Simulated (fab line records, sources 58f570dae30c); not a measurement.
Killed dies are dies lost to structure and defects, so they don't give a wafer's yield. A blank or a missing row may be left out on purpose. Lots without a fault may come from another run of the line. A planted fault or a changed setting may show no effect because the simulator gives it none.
Which tool did it? | flow berkeley_cmos170 | 7 lots, 21 wafers sampled, at 2 steps of a route of 331

WHAT THE GAUGES READ, wafer by wafer
UCB170_NWELL_TW_MEAS_16.
lot  | measured    | on            | NWELL_TW
L117 | day 3 01:59 | film_metro-04 | 1268 1274 1269
L121 | day 3 14:52 | film_metro-02 | 1251 1258 1253
L127 | day 5 00:55 | film_metro-03 | 1230 1241 1240
L129 | day 5 08:20 | film_metro-03 | 1409 1416 1403
L133 | day 6 12:39 | film_metro-02 | 1258 1252 1256
L135 | day 6 20:37 | film_metro-03 | 1226 1236 1236
L137 | day 7 01:55 | film_metro-04 | 1270 1267 1264

WHICH TOOL RAN EACH LOT (tool, then ch and the chambers of the sampled wafers, then the start)
lot  | UCB170_NWELL_IMPLANT_14
L117 | implanter-02 ch 0, day 3 01:44
L121 | implanter-02 ch 0, day 3 14:37
L127 | implanter-01 ch 0, day 5 00:41
L129 | implanter-04 ch 0, day 5 08:05
L133 | implanter-01 ch 0, day 6 12:25
L135 | implanter-01 ch 0, day 6 20:23
L137 | implanter-01 ch 0, day 7 01:40
- UCB170_NWELL_IMPLANT_14

THE ANSWER, worked out from the rows above alone
Rule: what is usual is taken from the lots themselves. Put in order of their means at a reading, lots are off if they are a third of the lots or fewer, leave a main group of 4 or more, and stand apart from it by a gap of 3 or more times the standard deviation of the main group's means; of several such gaps the widest counts. A main group whose means are all the same, to the digits that the tables above print for the reading, isn't used. A lot without any number at a reading at which 4 lots or more have one is off too. The other lots that the step has rows for count as sound.
Off: L129, at UCB170_NWELL_TW_MEAS_16 (NWELL_TW). The main group: mean 1253, standard deviation 14.
A tool fits if, at a process step before that reading, it ran every lot that is off, and no sound lot after the first of them. The gauges at UCB170_NWELL_TW_MEAS_16 are tried like those tools. One fits: implanter-04 at UCB170_NWELL_IMPLANT_14. It ran no sound lot before its first lot that is off in this sample, so the start can't be narrowed down.

WHAT THE SIMULATOR HAD PUT IN
Process parameter drift: implanter-04, from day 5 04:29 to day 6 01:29, at UCB170_NWELL_IMPLANT_14. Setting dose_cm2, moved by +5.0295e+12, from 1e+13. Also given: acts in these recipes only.
Lots struck among those shown: L129. The rule above found the same.
